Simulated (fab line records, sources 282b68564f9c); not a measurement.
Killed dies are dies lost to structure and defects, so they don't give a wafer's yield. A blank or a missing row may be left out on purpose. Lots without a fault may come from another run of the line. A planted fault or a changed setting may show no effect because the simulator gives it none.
Problem report in the 8D (eight disciplines) form, filled by code | flow rit_cmos | the parts of the form that need people (team, actions taken, sign-off) are left out

1. THE PROBLEM
NLDD_RS at RIT_SDANNEAL_RS_MEAS_07 reads a mean of 157.7 ohm/sq on 6 wafers of 2 lots; wafers without a fault read 151.6 ohm/sq with a standard deviation of 0.57. That is +11 standard deviations from the usual mean.
The step: measures by four-point-probe.
First seen on wafer L425.1, day 8 04:32, on film_metro-02. The record holds 42 wafers of 14 lots with a number at this step. Rule for "out", or "out of limits": more than 4 standard deviations from the usual mean. The other wafers with a number count as sound.

2. WHAT IT IS AND WHAT IT IS NOT
question                    | is                           | is not
which readings at this step | NLDD_RS                      | -
which lots                  | L425, L426                   | L407, L408, L409, L411, L412, L414, L415, L416, L418, L419, L427, L429
which wafers of those lots  | all that have a number       | -
read on which gauges        | film_metro-02, film_metro-03 | film_metro-01
when                        | from day 8 04:32             | up to then (30 sound wafers); but 6 sound wafers of L427, L429 came after

3. SUSPECTS, AND WHAT RULES EACH OUT
Counting: a tool at a process step up to the reading stays a suspect if it ran every lot that is out and no sound lot after the first of them.
- the gauge at RIT_SDANNEAL_RS_MEAS_07: ruled out. The wafers that are out were read on 2 gauges (film_metro-02, film_metro-03).
- plasma_asher-02 at RIT_NRETRO_STRIP_09 (strips in O2, time 180 s): ruled out as a lasting fault. Sound lots L427 ran on it after its first lot that is out, L425 (day 6 10:48).
- implanter-02 at RIT_NLDD_IMPLANT_08: kept. It ran every lot that is out, first L425 (day 7 12:30), and no sound lot after that; its last sound lot up to then is L416 (day 4 21:25).
Left after counting: implanter-02 at RIT_NLDD_IMPLANT_08.

4. THE CAUSE (what the simulator had put in)
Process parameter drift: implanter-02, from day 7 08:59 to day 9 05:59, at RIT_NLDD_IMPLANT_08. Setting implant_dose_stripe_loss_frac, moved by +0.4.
Counting left only this tool.

5. THE CHAIN OF EFFECTS, in route order
Each row: a reading whose mean over the struck wafers that have a number lies more than 3 standard deviations from the usual. Only readings for which the record gives a usual standard deviation are gone through. hours: the time from each lot's start at the first step in this table that gives one to its start at this step, as a median over the lots. sigmas: the change in usual standard deviations.
hours | step                    | reading | usual        | on struck wafers | change | sigmas
0     | RIT_SDANNEAL_RS_MEAS_07 | NLDD_RS | 151.6 ohm/sq | 157.7            | +6.1   | +11

6. WHAT WOULD HAVE CAUGHT IT SOONER
In this record the first reading out of limits at a measuring or inspecting step was taken at day 8 04:32, 20 hours after the fault began at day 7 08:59.
Of the tool readings at RIT_NLDD_IMPLANT_08 for which the record gives a usual standard deviation, none was out on any struck wafer, so an alarm limit of 4 standard deviations on them would not have fired.
All the lots that are out (2) had begun RIT_NLDD_IMPLANT_08 on implanter-02 by day 8 04:32. A hold on the tool at that time would have spared none of them.
